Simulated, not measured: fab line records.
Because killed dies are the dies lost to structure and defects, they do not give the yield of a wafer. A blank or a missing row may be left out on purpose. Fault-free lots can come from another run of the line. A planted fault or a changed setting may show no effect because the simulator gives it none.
The tool behind it: which one?    flow berkeleyCmos170    14 lots, 42 wafers sampled, at 2 steps of a route of 331

== WHAT THE GAUGES READ, wafer by wafer ==
UCB170_SACOX_THK_MEAS_02. Usual: SACOX_OXIDE_THK gives 14.3 nm (standard deviation 0.34).
lot   measured      on            SACOX_OXIDE_THK (nm)  flag
L787  day 6 06:49   filmMetro-01  14.8 14.7 14.7        
L788  day 6 17:35   filmMetro-04  14.5 14.5 14.4        
L789  day 6 17:39   filmMetro-02  14.7 14.9 14.8        
L795  day 7 03:50   filmMetro-02  14.4 14.4 14.6        
L793  day 7 03:51   filmMetro-01  13.9 14.1 13.9        
L802  day 9 05:14   filmMetro-04  13.8 13.7 13.8        
L803  day 9 05:14   filmMetro-01  14.3 14.0 14.5        
L804  day 9 20:19   filmMetro-01  14.6 14.3 14.5        
L805  day 9 20:20   filmMetro-02  14.2 14.6 14.2        
L806  day 9 20:20   filmMetro-04  14.5 14.4 14.4        
L807  day 10 08:43  filmMetro-04  14.2 14.0 14.1        
L808  day 10 08:44  filmMetro-02  14.2 14.1 14.2        
L809  day 10 08:46  filmMetro-01  14.4 14.4 14.4        
L810  day 10 20:04  filmMetro-01  14.7 14.6 14.8        

UCB170_PSD_CD_MEAS_06 targets a cd of 1200 nm. Usual: cdNm 1199.7 nm, standard deviation 1.4.
lot   measured      on        cdNm (nm)             flag
L787  day 8 06:25   cdSem-02  1201.4 1201.2 1201.8  
L788  day 8 13:30   cdSem-02  1201.3 1201.1 1201.1  
L789  day 8 12:47   cdSem-02  1200.4 1200.0 1199.6  
L795  day 9 04:06   cdSem-02  1199.2 1198.9 1198.7  
L793  day 9 03:55   cdSem-02  1198.6 1200.3 1199.9  
L802  day 11 00:20  cdSem-02  1200.6 1201.1 1201.7  
L803  day 11 00:07  cdSem-02  1200.2 1199.7 1200.7  
L804  day 11 16:37  cdSem-01  1199.1 1199.8 1201.0  
L805  day 11 16:45  cdSem-01  1200.1 1200.2 1198.8  
L806  day 11 16:56  cdSem-02  1201.9 1200.1 1200.8  
L807  day 12 11:17  cdSem-01  1195.8 1197.0 1199.5  
L808  day 12 11:34  cdSem-01  1198.9 1198.9 1199.7  
L809  day 12 11:01  cdSem-01  1200.6 1200.9 1200.0  
L810  day 12 11:41  cdSem-01  1199.7 1199.9 1200.8  

== TOOL THAT RAN EACH LOT (tool first, then ch and the chambers of the sampled wafers, then the start) ==
Before these readings, the record contains no process step.

== AS READ BY THE TOOLS THEMSELVES (means over the sampled wafers that have a number; for cases with no such wafer, the mark the record gives instead) ==
The record holds no such reading with a usual standard deviation.

== THE ANSWER, worked out from the rows above alone ==
Rule: take the mean of a lot's wafers that have a number; if it is more than 3 standard deviations from the usual mean, the lot is off. Also off: a lot with no number at a reading for which 4 or more lots have one. Any other lot the step has rows for is counted as sound. The gauges are gone through in route order, then the tools' own readings, and for those a lot's mean is taken as printed above. At the first step where some lot is off, the reading lying furthest off is the one used; lots without a number count as furthest.
No lot is off on any of the readings shown, so nothing can be concluded from this.

== WHAT HAD BEEN PUT IN BY THE SIMULATOR ==
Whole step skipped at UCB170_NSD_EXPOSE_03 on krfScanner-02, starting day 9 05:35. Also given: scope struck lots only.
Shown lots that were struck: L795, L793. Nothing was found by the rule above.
